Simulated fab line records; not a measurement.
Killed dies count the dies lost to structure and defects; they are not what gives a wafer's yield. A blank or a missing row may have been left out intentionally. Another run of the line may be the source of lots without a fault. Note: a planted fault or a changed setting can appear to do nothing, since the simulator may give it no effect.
Chamber matching :: flow rit_cmos :: RIT_SPACER_ETCHBACK_05 on rie_diel-04: 4 sister chambers
The step etches Si3N4 in SF6/CHF3, stops on SiO2, target depth 250 nm, time 240 s. 14 wafers are shown with their chamber, then 7 later ones without.

## EACH WAFER AND ITS CHAMBER
wafer: L496.3
chamber: 3
drypump_motor_current_A (A): 5.1
throttle_valve_pct (%): 10.15
run_length_s (s): 269.2

wafer: L496.4
chamber: 0
drypump_motor_current_A (A): 6.0
throttle_valve_pct (%): 10.21
run_length_s (s): 267.5

wafer: L496.5
chamber: 2
drypump_motor_current_A (A): 5.3
throttle_valve_pct (%): 10.42
run_length_s (s): 268.2

wafer: L498.1
chamber: 1
drypump_motor_current_A (A): 6.2
throttle_valve_pct (%): 10.37
run_length_s (s): 268.1

wafer: L498.5
chamber: 0
drypump_motor_current_A (A): 6.0
throttle_valve_pct (%): 10.23
run_length_s (s): 267.7

wafer: L498.6
chamber: 1
drypump_motor_current_A (A): 6.2
throttle_valve_pct (%): 10.35
run_length_s (s): 268.1

wafer: L501.2
chamber: 1
drypump_motor_current_A (A): 6.2
throttle_valve_pct (%): 10.37
run_length_s (s): 268.2

wafer: L501.5
chamber: 0
drypump_motor_current_A (A): 6.0
throttle_valve_pct (%): 10.24
run_length_s (s): 267.6

wafer: L501.6
chamber: 1
drypump_motor_current_A (A): 6.2
throttle_valve_pct (%): 10.37
run_length_s (s): 268.7

wafer: L505.3
chamber: 1
drypump_motor_current_A (A): 6.2
throttle_valve_pct (%): 10.36
run_length_s (s): 268.2

wafer: L505.4
chamber: 2
drypump_motor_current_A (A): 5.3
throttle_valve_pct (%): 10.43
run_length_s (s): 268.3

wafer: L505.6
chamber: 3
drypump_motor_current_A (A): 5.0
throttle_valve_pct (%): 10.14
run_length_s (s): 268.8

wafer: L512.2
chamber: 2
drypump_motor_current_A (A): 5.3
throttle_valve_pct (%): 10.42
run_length_s (s): 268.1

wafer: L512.4
chamber: 1
drypump_motor_current_A (A): 6.2
throttle_valve_pct (%): 10.36
run_length_s (s): 268.6

SIGNATURES, as means of the wafers listed above
reading: drypump_motor_current_A
chamber 0: 6.000
chamber 1: 6.200
chamber 2: 5.300
chamber 3: 5.050
scatter within a chamber: 0.0224

reading: throttle_valve_pct
chamber 0: 10.2267
chamber 1: 10.3633
chamber 2: 10.4233
chamber 3: 10.1450
scatter within a chamber: 0.00957

reading: run_length_s
chamber 0: 267.600
chamber 1: 268.317
chamber 2: 268.200
chamber 3: 269.000
scatter within a chamber: 0.216
Rule: distance of a wafer from a chamber = root of the sum over the readings of ((wafer's reading minus chamber's mean) / reading's scatter) squared. The wafer belongs to the nearest chamber; if the next one is less than 2 further off, it can't be placed. The scatter: take each reading less its chamber's mean, square it, sum over the shown wafers, divide by the number of wafers less the number of chambers, and take the root.

## WAFERS WITH NO CHAMBER GIVEN
wafer: L512.5
drypump_motor_current_A (A): 6.2
throttle_valve_pct (%): 10.36
run_length_s (s): 268.4

wafer: L515.2
drypump_motor_current_A (A): 5.0
throttle_valve_pct (%): 10.13
run_length_s (s): 269.0

wafer: L515.5
drypump_motor_current_A (A): 6.2
throttle_valve_pct (%): 10.37
run_length_s (s): 268.3

wafer: L515.6
drypump_motor_current_A (A): 6.0
throttle_valve_pct (%): 10.23
run_length_s (s): 267.8

wafer: L519.1
drypump_motor_current_A (A): 5.3
throttle_valve_pct (%): 10.40
run_length_s (s): 268.0

wafer: L519.2
drypump_motor_current_A (A): 5.1
throttle_valve_pct (%): 10.13
run_length_s (s): 268.5

wafer: L519.3
drypump_motor_current_A (A): 6.0
throttle_valve_pct (%): 10.23
run_length_s (s): 268.1

## THE CHAMBER EACH PASSED THROUGH
wafer: L512.5
from the rows above: 1
in truth: 1

wafer: L515.2
from the rows above: 3
in truth: 3

wafer: L515.5
from the rows above: 1
in truth: 1

wafer: L515.6
from the rows above: 0
in truth: 0

wafer: L519.1
from the rows above: 2
in truth: 2

wafer: L519.2
from the rows above: 3
in truth: 3

wafer: L519.3
from the rows above: 0
in truth: 0
Placed correctly: 7 of 7. Not placeable from these rows: 0. Wrongly placed: 0.
